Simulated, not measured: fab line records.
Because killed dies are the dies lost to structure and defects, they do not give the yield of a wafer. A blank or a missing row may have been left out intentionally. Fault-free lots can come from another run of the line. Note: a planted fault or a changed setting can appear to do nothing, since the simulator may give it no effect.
The tool behind it: which one? + flow berkeley-cmos170 + 45 wafers from 15 lots sampled at 6 of the route's 331 steps

WHAT EACH GAUGE READ, for each wafer
UCB170_M1_RS_MEAS_01: measures by four-point-probe. Usual: M1_AL_RS typically reads 0.0482 ohm/sq, with standard deviation 0.00046.
| lot  | measured     | on            | M1_AL_RS (ohm/sq)    | flag |
|------|--------------|---------------|----------------------|------|
| L489 | day 6 18:46  | film-metro-03 | 0.0483 0.0484 0.0479 |      |
| L488 | day 6 18:47  | film-metro-02 | 0.0481 0.0482 0.0483 |      |
| L492 | day 7 09:28  | film-metro-03 | 0.0489 0.0488 0.0490 |      |
| L490 | day 7 10:22  | film-metro-03 | 0.0479 0.0481 0.0479 |      |
| L493 | day 8 02:26  | film-metro-03 | 0.0486 0.0488 0.0483 |      |
| L497 | day 9 04:53  | film-metro-01 | 0.0482 0.0481 0.0483 |      |
| L498 | day 9 06:25  | film-metro-03 | 0.0564 0.0480 0.0484 | OFF  |
| L500 | day 9 21:07  | film-metro-02 | 0.0487 0.0485 0.0483 |      |
| L503 | day 10 07:38 | film-metro-02 | 0.0567 0.0480 0.0482 | OFF  |
| L507 | day 10 21:57 | film-metro-03 | 0.0491 0.0483 0.0483 |      |
| L505 | day 10 22:22 | film-metro-02 | 0.0483 0.0573 0.0484 | OFF  |
| L508 | day 11 11:26 | film-metro-03 | 0.0486 0.0485 0.0490 |      |
| L509 | day 11 15:28 | film-metro-01 | 0.0478 0.0479 0.0479 |      |
| L511 | day 11 15:49 | film-metro-02 | 0.0486 0.0480 0.0480 |      |
| L510 | day 11 17:44 | film-metro-03 | 0.0478 0.0479 0.0483 |      |

UCB170_M1_THK_MEAS_02: measures by xrf. Usual: M1_AL_THK typically reads 615 nm, with standard deviation 8.4.
| lot  | measured     | on            | M1_AL_THK (nm) | flag |
|------|--------------|---------------|----------------|------|
| L489 | day 6 18:52  | film-metro-03 | 605 609 616    |      |
| L488 | day 6 18:54  | film-metro-02 | 618 624 618    |      |
| L492 | day 7 09:34  | film-metro-03 | 602 601 600    |      |
| L490 | day 7 10:29  | film-metro-03 | 611 608 613    |      |
| L493 | day 8 02:34  | film-metro-03 | 603 605 605    |      |
| L497 | day 9 04:59  | film-metro-01 | 618 618 621    |      |
| L498 | day 9 06:32  | film-metro-03 | 541 613 610    | OFF  |
| L500 | day 9 21:14  | film-metro-02 | 613 614 619    |      |
| L503 | day 10 07:45 | film-metro-02 | 538 618 617    |      |
| L507 | day 10 22:04 | film-metro-03 | 602 611 611    |      |
| L505 | day 10 22:28 | film-metro-02 | 615 536 611    | OFF  |
| L508 | day 11 11:34 | film-metro-03 | 604 606 600    |      |
| L509 | day 11 15:34 | film-metro-01 | 623 621 620    |      |
| L511 | day 11 15:56 | film-metro-02 | 617 621 624    |      |
| L510 | day 11 17:50 | film-metro-03 | 617 615 609    |      |

UCB170_M1_CD_MEAS_09: the cd target is 700 nm. Usual: cd-nm reads 700.0 nm (standard deviation 1.5).
| lot  | measured     | on        | cd-nm (nm)        | flag |
|------|--------------|-----------|-------------------|------|
| L489 | day 6 20:21  | cd-sem-01 | 699.8 698.4 699.8 |      |
| L488 | day 6 20:35  | cd-sem-01 | 700.4 701.1 702.2 |      |
| L492 | day 7 10:52  | cd-sem-01 | 700.4 701.6 700.9 |      |
| L490 | day 7 11:53  | cd-sem-01 | 697.7 698.2 697.1 |      |
| L493 | day 8 04:14  | cd-sem-02 | 700.2 700.2 700.7 |      |
| L497 | day 9 06:02  | cd-sem-01 | 700.5 701.5 700.4 |      |
| L498 | day 9 07:34  | cd-sem-02 | 696.5 699.1 699.1 |      |
| L500 | day 9 22:08  | cd-sem-01 | 701.8 700.5 699.7 |      |
| L503 | day 10 09:29 | cd-sem-01 | 697.4 697.9 697.6 |      |
| L507 | day 10 23:53 | cd-sem-01 | 701.7 700.6 702.0 |      |
| L505 | day 11 00:49 | cd-sem-01 | 699.2 698.2 700.0 |      |
| L508 | day 11 12:28 | cd-sem-01 | 702.0 700.9 702.7 |      |
| L509 | day 11 16:29 | cd-sem-02 | 700.5 701.6 700.0 |      |
| L511 | day 11 16:56 | cd-sem-02 | 697.7 700.2 698.3 |      |
| L510 | day 11 18:51 | cd-sem-01 | 701.0 701.2 701.9 |      |

UCB170_M1_OVL_MEAS_10. Usual: M1_OVL typically reads -5 nm, with standard deviation 5.2.
| lot  | measured     | on         | M1_OVL (nm) | flag |
|------|--------------|------------|-------------|------|
| L489 | day 6 20:25  | overlay-01 | 0 -3 4      |      |
| L488 | day 6 20:41  | overlay-01 | -3 -3 -7    |      |
| L492 | day 7 10:59  | overlay-01 | 3 5 2       |      |
| L490 | day 7 12:00  | overlay-01 | -13 -9 -4   |      |
| L493 | day 8 04:21  | overlay-01 | -11 -10 -5  |      |
| L497 | day 9 06:08  | overlay-01 | -18 -2 -6   |      |
| L498 | day 9 07:41  | overlay-02 | 4 1 0       |      |
| L500 | day 9 22:16  | overlay-01 | 1 -3 -6     |      |
| L503 | day 10 09:36 | overlay-01 | 0 -9 -4     |      |
| L507 | day 11 00:01 | overlay-02 | -11 -9 -6   |      |
| L505 | day 11 00:55 | overlay-01 | -4 2 -4     |      |
| L508 | day 11 12:35 | overlay-01 | -8 -2 -8    |      |
| L509 | day 11 16:35 | overlay-02 | 0 2 -5      |      |
| L511 | day 11 17:04 | overlay-01 | -9 -5 -2    |      |
| L510 | day 11 18:56 | overlay-01 | -8 -9 -4    |      |

WHICH TOOL RAN EACH LOT (tool, then ch and the chambers of the sampled wafers, then the start)
| lot  | UCB170_CONTACT_ETCH_17             | UCB170_M1_SPUTTER_00         |
|------|------------------------------------|------------------------------|
| L489 | rie-diel-01 ch 0,1, day 6 16:43    | pvd-sputter-04, day 6 18:39  |
| L488 | rie-diel-03 ch 0,1,2, day 6 17:06  | pvd-sputter-04, day 6 18:43  |
| L492 | rie-diel-02 ch 1,2,3, day 7 08:47  | pvd-sputter-02, day 7 09:20  |
| L490 | rie-diel-01 ch 0,1,2, day 7 09:29  | pvd-sputter-01, day 7 10:18  |
| L493 | rie-diel-03 ch 0,3, day 8 01:49    | pvd-sputter-04, day 8 02:23  |
| L497 | rie-diel-02 ch 0,2,3, day 9 03:43  | pvd-sputter-02, day 9 04:48  |
| L498 | rie-diel-01 ch 2,3, day 9 05:16    | pvd-sputter-02, day 9 06:22  |
| L500 | rie-diel-03 ch 2,3, day 9 20:30    | pvd-sputter-01, day 9 21:04  |
| L503 | rie-diel-01 ch 0,3, day 10 07:00   | pvd-sputter-02, day 10 07:34 |
| L507 | rie-diel-01 ch 1,3, day 10 21:06   | pvd-sputter-01, day 10 21:53 |
| L505 | rie-diel-02 ch 2,3, day 10 21:32   | pvd-sputter-02, day 10 22:17 |
| L508 | rie-diel-03 ch 0,1,2, day 11 10:48 | pvd-sputter-01, day 11 11:23 |
| L509 | rie-diel-01 ch 1,2, day 11 14:41   | pvd-sputter-04, day 11 15:23 |
| L511 | rie-diel-02 ch 0,1,3, day 11 15:02 | pvd-sputter-01, day 11 15:45 |
| L510 | rie-diel-02 ch 0,2,3, day 11 16:58 | pvd-sputter-04, day 11 17:37 |
- UCB170_CONTACT_ETCH_17: etches BARC in N2/H2.
- UCB170_M1_SPUTTER_00: material Al, target thk 600 nm, time 80 s.

AS READ BY THE TOOLS THEMSELVES (means over the sampled wafers that have a number; for cases with no such wafer, the mark the record gives instead)
UCB170_CONTACT_ETCH_17. Usual: drypump-motor-current-A 5.6 A, standard deviation 0.38; oes-product-au 0.995 a.u., standard deviation 0.017; throttle-valve-pct 13.33 %, standard deviation 0.2.
| lot  | tool        | drypump-motor-current-A (A) | oes-product-au (a.u.) | throttle-valve-pct (%) | flag |
|------|-------------|-----------------------------|-----------------------|------------------------|------|
| L489 | rie-diel-01 | 5.1                         | 0.984                 | 13.52                  |      |
| L488 | rie-diel-03 | 5.8                         | 0.985                 | 13.26                  |      |
| L492 | rie-diel-02 | 5.9                         | 0.990                 | 13.37                  |      |
| L490 | rie-diel-01 | 5.0                         | 0.989                 | 13.52                  |      |
| L493 | rie-diel-03 | 5.8                         | 1.000                 | 13.14                  |      |
| L497 | rie-diel-02 | 5.8                         | 0.990                 | 13.35                  |      |
| L498 | rie-diel-01 | 5.7                         | 1.015                 | 13.41                  |      |
| L500 | rie-diel-03 | 5.6                         | 1.012                 | 13.14                  |      |
| L503 | rie-diel-01 | 5.5                         | 1.018                 | 13.46                  |      |
| L507 | rie-diel-01 | 5.3                         | 0.989                 | 13.50                  |      |
| L505 | rie-diel-02 | 5.9                         | 1.007                 | 13.50                  |      |
| L508 | rie-diel-03 | 5.9                         | 0.979                 | 13.25                  |      |
| L509 | rie-diel-01 | 5.0                         | 0.996                 | 13.53                  |      |
| L511 | rie-diel-02 | 5.8                         | 0.987                 | 13.20                  |      |
| L510 | rie-diel-02 | 5.9                         | 0.995                 | 13.35                  |      |

UCB170_M1_SPUTTER_00. Usual: throttle-valve-pct reads 30.1 % (standard deviation 0.89).
| lot  | tool           | throttle-valve-pct (%) | flag |
|------|----------------|------------------------|------|
| L489 | pvd-sputter-04 | 30.9                   |      |
| L488 | pvd-sputter-04 | 30.3                   |      |
| L492 | pvd-sputter-02 | 30.2                   |      |
| L490 | pvd-sputter-01 | 29.7                   |      |
| L493 | pvd-sputter-04 | 31.2                   |      |
| L497 | pvd-sputter-02 | 30.3                   |      |
| L498 | pvd-sputter-02 | 30.1                   |      |
| L500 | pvd-sputter-01 | 29.9                   |      |
| L503 | pvd-sputter-02 | 30.3                   |      |
| L507 | pvd-sputter-01 | 30.1                   |      |
| L505 | pvd-sputter-02 | 29.7                   |      |
| L508 | pvd-sputter-01 | 30.3                   |      |
| L509 | pvd-sputter-04 | 29.6                   |      |
| L511 | pvd-sputter-01 | 30.2                   |      |
| L510 | pvd-sputter-04 | 30.3                   |      |

THE ANSWER, worked out from the rows above alone
Rule: a lot is off if the mean of its wafers that have a number lies more than 3 standard deviations from the usual mean. A lot without any number at a reading at which 4 lots or more have one is off too. All remaining lots with rows at the step are treated as sound. First the gauges in route order, then the tools' own readings, where a lot's mean is used as printed above. At the first step where some lot is off, the reading lying furthest off is the one used; lots without a number count as furthest.
Off: L498, L503, L505, at UCB170_M1_RS_MEAS_01 (M1_AL_RS).
A tool fits if, at a process step before that reading, it ran every lot that is off, and no sound lot after the first of them. The gauges at UCB170_M1_RS_MEAS_01 are tried like those tools. One fits: pvd-sputter-02 at UCB170_M1_SPUTTER_00. Its last sound lot is L497 (day 9 04:48), its first lot that is off L498 (day 9 06:22): a fault that began between those two fits.

WHAT WAS PUT IN BY THE SIMULATOR
Site profile drift: pvd-sputter-02, from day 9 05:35 on, at UCB170_M1_SPUTTER_00. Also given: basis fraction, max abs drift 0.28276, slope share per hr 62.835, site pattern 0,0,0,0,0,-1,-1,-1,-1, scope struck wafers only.
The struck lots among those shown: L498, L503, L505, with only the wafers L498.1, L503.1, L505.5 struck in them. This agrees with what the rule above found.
